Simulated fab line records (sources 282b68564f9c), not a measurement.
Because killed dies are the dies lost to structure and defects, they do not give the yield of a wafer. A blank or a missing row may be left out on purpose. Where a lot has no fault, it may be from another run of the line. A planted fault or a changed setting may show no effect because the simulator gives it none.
Which of the tools did it? | flow rit-cmos | 42 wafers from 14 lots sampled at 2 of the route's 202 steps

WHAT THE GAUGES READ, wafer by wafer
The record holds no reading of a measuring or inspecting step that can be judged against a usual standard deviation.

WHAT TOOL EACH LOT RAN ON (gives the tool, then ch and the chambers of the sampled wafers, and finally the start)
lot  | RIT_CONTACT_CLEAN_14           | RIT_M1_PROBE_99
L503 | wet-bench-04 ch 1, day 3 10:47 | prober-02, day 3 15:23
L505 | wet-bench-03 ch 3, day 3 20:02 | prober-02, day 4 00:17
L507 | wet-bench-02 ch 1, day 4 06:39 | prober-02, day 4 10:58
L509 | wet-bench-04 ch 2, day 4 15:29 | prober-02, day 4 19:53
L510 | wet-bench-02 ch 3, day 4 20:37 | prober-01, day 5 01:01
L513 | wet-bench-04 ch 1, day 5 12:06 | prober-02, day 5 16:33
L515 | wet-bench-02 ch 0, day 5 21:28 | prober-02, day 6 01:50
L516 | wet-bench-04 ch 3, day 5 23:58 | prober-01, day 6 04:40
L517 | wet-bench-04 ch 0, day 6 07:01 | prober-02, day 6 11:28
L518 | wet-bench-03 ch 0, day 6 12:10 | prober-01, day 6 16:32
L519 | wet-bench-03 ch 0, day 6 14:36 | prober-02, day 6 18:49
L521 | wet-bench-02 ch 0, day 7 03:11 | prober-02, day 7 07:34
L525 | wet-bench-04 ch 2, day 7 23:29 | prober-02, day 8 03:52
L526 | wet-bench-04 ch 2, day 8 01:04 | prober-01, day 8 05:19
- RIT_CONTACT_CLEAN_14: cleans in SC2, time 600 s.
- RIT_M1_PROBE_99

WHAT THE TOOLS THEMSELVES READ (means of the sampled wafers that have a number; where no wafer has one, the mark that the record gives instead)
RIT_M1_PROBE_99. Usual: killed_at_M0_to_M3 0.0, standard deviation 0.12; killed-at-contacts 0.0, standard deviation 0.16; killed-at-front-end 7.1, standard deviation 2.7; killed-dies 7.2, standard deviation 2.7; killed-open 3.5, standard deviation 1.9; killed-short 3.6, standard deviation 1.9.
lot  | tool      | killed_at_M0_to_M3 | killed-at-contacts | killed-at-front-end | killed-dies | killed-open | killed-short | flag
L503 | prober-02 | 0.0                | 0.0                | 8.0                 | 8.0         | 4.0         | 4.0          |
L505 | prober-02 | 0.0                | 0.3                | 6.3                 | 6.7         | 4.3         | 2.3          |
L507 | prober-02 | 0.0                | 0.0                | 9.0                 | 9.0         | 4.7         | 4.3          |
L509 | prober-02 | 0.3                | 0.0                | 7.7                 | 8.0         | 3.0         | 4.7          |
L510 | prober-01 | 0.0                | 0.0                | 7.7                 | 7.7         | 4.0         | 3.7          |
L513 | prober-02 | 0.0                | 0.0                | 4.0                 | 4.0         | 2.3         | 1.7          |
L515 | prober-02 | 0.0                | 0.0                | 6.0                 | 6.0         | 3.0         | 3.0          |
L516 | prober-01 | 0.0                | 0.0                | 6.0                 | 6.0         | 3.7         | 2.3          |
L517 | prober-02 | 0.0                | 0.0                | 8.0                 | 8.0         | 3.0         | 4.7          |
L518 | prober-01 | 0.0                | 0.0                | 6.0                 | 6.0         | 1.7         | 4.3          |
L519 | prober-02 | 0.0                | 0.0                | 10.3                | 10.3        | 4.0         | 6.3          |
L521 | prober-02 | 0.0                | 0.0                | 8.0                 | 8.0         | 3.3         | 4.7          |
L525 | prober-02 | 0.0                | 32.0               | 4.3                 | 36.3        | 2.3         | 2.0          | OFF
L526 | prober-01 | 0.0                | 35.0               | 7.3                 | 42.3        | 3.7         | 3.7          | OFF

THE ANSWER, worked out from the rows above alone
Rule: a lot is off if the mean of its wafers that have a number lies more than 3 standard deviations from the usual mean. A lot without any number at a reading at which 4 lots or more have one is off too. All remaining lots with rows at the step are treated as sound. Order of review: gauges by route order, followed by the tools' own readings, for which a lot's mean as printed above is used. At the first step where some lot is off, the reading lying furthest off is the one used; lots without a number count as furthest.
Off: L525, L526, at RIT_M1_PROBE_99 (killed-at-contacts).
If a tool, at that step or one of the process steps before it, ran each lot that is off and ran no sound lot following the first of them, it fits. One fits: wet-bench-04 at RIT_CONTACT_CLEAN_14. Its last sound lot is L517 (day 6 07:01), its first lot that is off L525 (day 7 23:29): a fault that began between those two fits.

WHAT WAS PUT IN BY THE SIMULATOR
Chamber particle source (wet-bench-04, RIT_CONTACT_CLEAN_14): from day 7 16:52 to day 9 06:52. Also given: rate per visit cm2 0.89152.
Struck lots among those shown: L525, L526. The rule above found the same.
